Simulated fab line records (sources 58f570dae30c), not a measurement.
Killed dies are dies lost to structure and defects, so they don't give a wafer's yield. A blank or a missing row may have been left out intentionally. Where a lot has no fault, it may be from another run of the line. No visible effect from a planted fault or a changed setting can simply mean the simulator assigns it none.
Comparing a struck lot with a sound one :: flow berkeley_cmos170 :: 14 steps out of a route of 331
Sound: wafers L463.2, L463.3, L463.5. Wafers L467.2, L467.4, L467.5 were the ones struck. The cause is named last.
For every step that has rows: the tool of each side, followed by ch and its chambers, followed by its first start. Under that, the readings that differ: sound wafers :: struck wafers :: difference of the means :: sigmas: that difference in standard deviations of wafers without a fault.
alike: readings with means less than 2 such deviations apart, plus words and numbers identical on both sides. not compared: withheld readings, readings lacking a value on some wafer, bounds such as >300 that could conceal the same value, and numbers that have no deviation in the record and whose values overlap.
A row with sigmas, a row that says differs or no value, or rows on one side alone: a step with any of these is where the two part. Non-overlapping numbers with no deviation appear without sigmas and do not part them. A reading missing from all wafers of one side parts the sides only when that side holds two or more wafers.

first, 3 steps without rows for these wafers: UCB170_ACTIVE_EXPOSE_10 (exposes mask ACTIVE, target cd 1200 nm); UCB170_ACTIVE_PEB_11; UCB170_ACTIVE_DEVELOP_12 (develop time 45 s).
UCB170_ACTIVE_CD_MEAS_13: the cd target is 1200 nm.
  sound on cd_sem-02, day 5 18:02; struck on cd_sem-01, day 6 14:24
reading: cd_nm (nm)
sound: 1200.9 1200.1 1199.7
struck: 1198.4 1196.5 1196.7
difference: -3.0
sigmas: -2
UCB170_ACTIVE_OVL_MEAS_14:
  sound on overlay-01, day 5 18:08; struck on overlay-01, day 6 14:31
  alike: ACTIVE_OVL
UCB170_ACTIVE_ETCH_15: etches Si3N4 in CH3F/Ar/O2, stops on SiO2, target depth 242 nm, time 151 s.
  sound on rie_diel-03 ch 0,1,2, day 5 18:10; struck on rie_diel-02 ch 0,1,3, day 6 14:32
reading: oes_product_au (a.u.)
sound: 0.915 0.932 0.917
struck: 0.945 0.941 0.960
difference: +0.027
sigmas: +2
  alike: drypump_motor_current_A, throttle_valve_pct
  not compared: rf_hours_counter_h
UCB170_ACTIVE_STRIP_16: strips in O2.
  sound on plasma_asher-02 ch 0,1, day 5 18:16; struck on plasma_asher-04 ch 0,1, day 6 14:38
  alike: drypump_motor_current_A, oes_product_au, strip_time_to_endpoint_s
  not compared: rf_hours_counter_h
UCB170_ACTIVE_CD_MEAS_90: the cd target is 1200 nm.
  sound on cd_sem-02, day 5 18:24; struck on cd_sem-02, day 6 14:46
reading: cd_nm (nm)
sound: 1201.0 1200.0 1199.7
struck: 1197.8 1196.6 1197.1
difference: -3.1
sigmas: -2
then, 4 steps without rows for these wafers: UCB170_ACTIVE_CLEAN_17 (cleans in SPM, time 600 s); UCB170_PFIELD_HMDS_00 (prime time 60 s); UCB170_PFIELD_COAT_01 (resist thk 900 nm); UCB170_PFIELD_SOFTBAKE_02 (time 60 s).
UCB170_PFIELD_EXPOSE_03: exposes mask PFIELD, target cd 1500 nm.
  struck on krf_scanner-01, day 6 16:37; sound on krf_scanner-01 ch 0, day 5 19:28
  no value came back on the struck wafers for exposure_dose_mJ_cm2, focus_offset_nm (nm); on the sound wafers exposure_dose_mJ_cm2 reads 30.02 30.01 30.02
  alike: mask
following that, these wafers have no rows for 1 step: UCB170_PFIELD_PEB_04.

WHERE THEY PART
Earliest at UCB170_ACTIVE_CD_MEAS_13; latest, in this record, at UCB170_PFIELD_EXPOSE_03.

WHY: what the simulator had put in
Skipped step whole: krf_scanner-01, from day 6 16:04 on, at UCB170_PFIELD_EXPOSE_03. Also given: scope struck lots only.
